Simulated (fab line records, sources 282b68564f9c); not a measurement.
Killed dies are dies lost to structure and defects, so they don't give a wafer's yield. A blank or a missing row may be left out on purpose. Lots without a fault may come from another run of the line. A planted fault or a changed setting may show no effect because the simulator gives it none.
Which tool did it? | flow rit_cmos | 15 lots, 45 wafers sampled, at 2 steps of a route of 202

WHAT THE GAUGES READ, wafer by wafer
The record holds no reading of a measuring or inspecting step that can be judged against a usual standard deviation.

WHICH TOOL RAN EACH LOT (tool, then ch and the chambers of the sampled wafers, then the start)
lot  | RIT_NLDD_DEVELOP_05              | RIT_M1_PROBE_99
L868 | litho_track-02 ch 0, day 2 20:00 | -
L869 | litho_track-02 ch 0, day 3 02:00 | -
L870 | litho_track-03 ch 0, day 3 04:00 | -
L873 | litho_track-02 ch 0, day 3 23:00 | -
L875 | litho_track-01 ch 0, day 4 10:00 | -
L876 | litho_track-01 ch 0, day 4 14:00 | -
L877 | litho_track-03 ch 0, day 4 21:00 | -
L878 | litho_track-01 ch 0, day 5 02:00 | -
L879 | litho_track-01 ch 0, day 5 05:00 | -
L880 | litho_track-03 ch 0, day 5 10:00 | -
L881 | litho_track-01 ch 0, day 5 15:00 | -
L883 | litho_track-02 ch 0, day 5 23:00 | prober-01, day 6 15:28
L886 | litho_track-02 ch 0, day 6 13:00 | prober-02, day 7 05:20
L887 | litho_track-02 ch 0, day 6 18:00 | -
L890 | litho_track-02 ch 0, day 7 09:00 | prober-01, day 8 01:04
- RIT_NLDD_DEVELOP_05: develop time 50 s.
- RIT_M1_PROBE_99

WHAT THE TOOLS THEMSELVES READ (means of the sampled wafers that have a number; where no wafer has one, the mark that the record gives instead)
RIT_NLDD_DEVELOP_05. Usual: developer_temp_C 23.02 C, standard deviation 0.11; resist_line_temp_C 23.02 C, standard deviation 0.13.
lot  | tool           | developer_temp_C (C) | resist_line_temp_C (C) | flag
L868 | litho_track-02 | 23.11                | 22.92                  |
L869 | litho_track-02 | 23.16                | 23.05                  |
L870 | litho_track-03 | 22.96                | 23.03                  |
L873 | litho_track-02 | 22.98                | 22.99                  |
L875 | litho_track-01 | 23.03                | 23.06                  |
L876 | litho_track-01 | 23.05                | 23.12                  |
L877 | litho_track-03 | 23.09                | 23.30                  |
L878 | litho_track-01 | 23.22                | 23.00                  |
L879 | litho_track-01 | 23.01                | 23.04                  |
L880 | litho_track-03 | 22.96                | 23.16                  |
L881 | litho_track-01 | 23.06                | 23.01                  |
L883 | litho_track-02 | 23.00                | 22.95                  |
L886 | litho_track-02 | 23.84                | 22.81                  | OFF
L887 | litho_track-02 | 23.85                | 23.00                  | OFF
L890 | litho_track-02 | 23.79                | 22.82                  | OFF

RIT_M1_PROBE_99. Usual: killed_at_contacts 0.1, standard deviation 0.3; killed_at_front_end 6.9, standard deviation 2.9; killed_dies 7.0, standard deviation 2.9; killed_open 3.3, standard deviation 2; killed_short 3.7, standard deviation 2.
lot  | tool      | killed_at_contacts | killed_at_front_end | killed_dies | killed_open | killed_short | flag
L883 | prober-01 | 0.0                | 5.0                 | 5.0         | 1.7         | 3.3          |
L886 | prober-02 | 0.0                | 7.3                 | 7.3         | 4.3         | 3.0          |
L890 | prober-01 | 0.0                | 5.3                 | 5.3         | 2.0         | 3.3          |

THE ANSWER, worked out from the rows above alone
Rule: a lot is off if the mean of its wafers that have a number lies more than 3 standard deviations from the usual mean. A lot without any number at a reading at which 4 lots or more have one is off too. The other lots that the step has rows for count as sound. The gauges are gone through in route order, then the tools' own readings, and for those a lot's mean is taken as printed above. The first step at which some lot is off is used, and at that step the reading that is off furthest; a lot without a number counts as furthest.
Off: L886, L887, L890, at RIT_NLDD_DEVELOP_05 (developer_temp_C).
A tool fits if, at that step or a process step before it, it ran every lot that is off, and no sound lot after the first of them. One fits: litho_track-02 at RIT_NLDD_DEVELOP_05. Its last sound lot is L883 (day 5 23:00), its first lot that is off L886 (day 6 13:00): a fault that began between those two fits.
The tool's own readings at RIT_NLDD_DEVELOP_05 bear it out: on the lots that are off they differ by more than 5 times the standard deviation of the sound lots' means. developer_temp_C reads 23.83 C there against 23.05 C on the sound lots.

WHAT THE SIMULATOR HAD PUT IN
Process parameter drift: litho_track-02, from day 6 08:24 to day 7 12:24, at RIT_NLDD_DEVELOP_05. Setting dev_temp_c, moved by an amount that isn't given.
Lots struck among those shown: L886, L887, L890. The rule above found the same.
